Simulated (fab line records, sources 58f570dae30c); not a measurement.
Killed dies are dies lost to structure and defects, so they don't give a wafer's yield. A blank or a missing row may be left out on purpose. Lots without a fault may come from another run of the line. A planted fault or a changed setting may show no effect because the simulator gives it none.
Which tool did it? | flow berkeley_cmos170 | 7 lots, 21 wafers sampled, at 1 step of a route of 331

WHAT THE GAUGES READ, wafer by wafer
UCB170_FIELD_THK_MEAS_91.
lot  | measured    | on            | FIELD_OXIDE_LEFT_2_THK (nm)
L427 | day 6 04:47 | film_metro-02 | 347 346 351
L429 | day 6 11:02 | film_metro-01 | 363 362 361
L432 | day 7 04:28 | film_metro-01 | 354 360 355
L435 | day 7 11:48 | film_metro-02 | 346 345 356
L436 | day 8 05:33 | film_metro-02 | 359 363 368
L446 | day 9 15:41 | film_metro-02 | 354 368 361
L448 | day 9 19:11 | film_metro-04 | 354 351 352

WHICH TOOL RAN EACH LOT (tool, then ch and the chambers of the sampled wafers, then the start)
The record holds no process step before these readings.

THE ANSWER, worked out from the rows above alone
Rule: what is usual is taken from the lots themselves. Put in order of their means at a reading, lots are off if they are a third of the lots or fewer, leave a main group of 4 or more, and stand apart from it by a gap of 3 or more times the standard deviation of the main group's means; of several such gaps the widest counts. A main group whose means are all the same, to the digits that the tables above print for the reading, isn't used. A lot without any number at a reading at which 4 lots or more have one is off too. The other lots that the step has rows for count as sound.
No lot is off at any reading shown: from this, nothing can be told.

WHAT THE SIMULATOR HAD PUT IN
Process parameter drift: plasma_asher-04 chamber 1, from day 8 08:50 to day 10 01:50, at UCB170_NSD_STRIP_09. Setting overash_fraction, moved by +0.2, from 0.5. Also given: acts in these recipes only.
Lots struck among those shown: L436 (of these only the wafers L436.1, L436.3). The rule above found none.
